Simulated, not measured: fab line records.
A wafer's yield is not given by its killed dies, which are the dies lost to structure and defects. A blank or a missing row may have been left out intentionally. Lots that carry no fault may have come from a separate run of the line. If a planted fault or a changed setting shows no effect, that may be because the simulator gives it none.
A lot that was struck, set against a sound lot + flow rit_cmos + 21 steps out of a route of 202
Sound: these wafers, L498.1, L498.2, L498.5. Struck: wafers L504.4, L504.5, L504.6. At the end, the cause is stated.
At each step with rows: each side's tool, then ch and its chambers, then its first start. Under that, the readings that differ: sound wafers + struck wafers + difference of the means + sigmas: that difference in standard deviations of wafers without a fault.
alike: words and numbers the same on both sides, and readings whose means are apart by under 2 such deviations; not compared: readings that were withheld, readings missing a value for some wafer, numbers with overlapping values and no deviation given by the record, and bounds like >300 which may hide the same value.
The two part at a step that has a row with sigmas, a row that says differs or no value, or rows on one side only. When numbers do not overlap yet have no deviation, they are printed without sigmas and do not part them. A reading missing from all wafers of one side parts the sides only when that side holds two or more wafers.

first, 6 steps without rows for these wafers: RIT_NRETRO_HMDS_00 (prime time 60 s); RIT_NRETRO_COAT_01 (resist thk 1300 nm); RIT_NRETRO_SOFTBAKE_02 (time 60 s); RIT_NRETRO_EXPOSE_03 (exposes mask M4, target cd 43900 nm); RIT_NRETRO_PEB_04; RIT_NRETRO_DEVELOP_05 (develop time 68 s).
RIT_NRETRO_OVL_MEAS_06:
  sound on overlay-01, day 3 21:51; struck on overlay-02, day 5 02:57
  alike: NRETRO_OVL
then, 2 steps without rows for these wafers: RIT_NRETRO_HARDBAKE_07 (time 120 s); RIT_NRETRO_IMPLANT_08.
RIT_NRETRO_STRIP_09: strips in O2, time 180 s.
  sound on plasma_asher-04 ch 0,1, day 3 22:17; struck on plasma_asher-01 ch 0,1, day 5 03:26
  alike: drypump_motor_current_A
  not compared: rf_hours_counter_h
RIT_NRETRO_TW_MEAS_10:
  sound on film_metro-01, day 3 22:28; struck on film_metro-04, day 5 03:35
| reading   | sound          | struck         | difference | sigmas |
|-----------|----------------|----------------|------------|--------|
| NRETRO_TW | 1036 1045 1040 | 1056 1057 1062 | +18        | +3     |
then, 1 step without rows for these wafers: RIT_PRETRO_HMDS_00 (prime time 60 s).
RIT_PRETRO_COAT_01: resist thk 1300 nm.
  sound on litho_track-01 ch 0, day 3 22:40; struck on litho_track-01 ch 0, day 5 03:50
| reading                                     | sound                | struck               | difference | sigmas      |
|---------------------------------------------|----------------------|----------------------|------------|-------------|
| spin_speed_rpm (rpm)                        | 1999.8 2000.6 2000.4 | 1856.9 1857.2 1857.9 | -142.9     | -99 or more |
| model.NOVOLAK_of_PRETRO_COAT_01.thk_nm (nm) | 1299 1296 1296       | 1346 1349 1352       | +52        |             |
then, 4 steps without rows for these wafers: RIT_PRETRO_SOFTBAKE_02 (time 60 s); RIT_PRETRO_EXPOSE_03 (exposes mask M5, target cd 43700 nm); RIT_PRETRO_PEB_04; RIT_PRETRO_DEVELOP_05 (develop time 68 s).
RIT_PRETRO_OVL_MEAS_06:
  sound on overlay-01, day 3 23:31; struck on overlay-01, day 5 04:40
  alike: PRETRO_OVL
RIT_PRETRO_HARDBAKE_07: time 120 s.
  sound on litho_track-02 ch 0, day 3 23:34; struck on litho_track-01 ch 0, day 5 04:49
| reading                                     | sound          | struck         | difference | sigmas |
|---------------------------------------------|----------------|----------------|------------|--------|
| model.NOVOLAK_of_PRETRO_COAT_01.thk_nm (nm) | 1136 1134 1134 | 1176 1179 1182 | +44        |        |
following that, these wafers have no rows for 1 step: RIT_PRETRO_IMPLANT_08.
RIT_M1_PROBE_99:
  sound on prober-01, day 5 03:26; struck on prober-01, day 6 09:08
| reading            | sound | struck | difference | sigmas |
|--------------------|-------|--------|------------|--------|
| killed_at_contacts | 0 0 1 | 0 0 0  | +0         | -2     |
  alike: killed_at_front_end, killed_dies, killed_on_rim, killed_open, killed_short

WHERE THEY PART
First at RIT_NRETRO_TW_MEAS_10; last, within this record, at RIT_M1_PROBE_99.

WHY: what had been put in by the simulator
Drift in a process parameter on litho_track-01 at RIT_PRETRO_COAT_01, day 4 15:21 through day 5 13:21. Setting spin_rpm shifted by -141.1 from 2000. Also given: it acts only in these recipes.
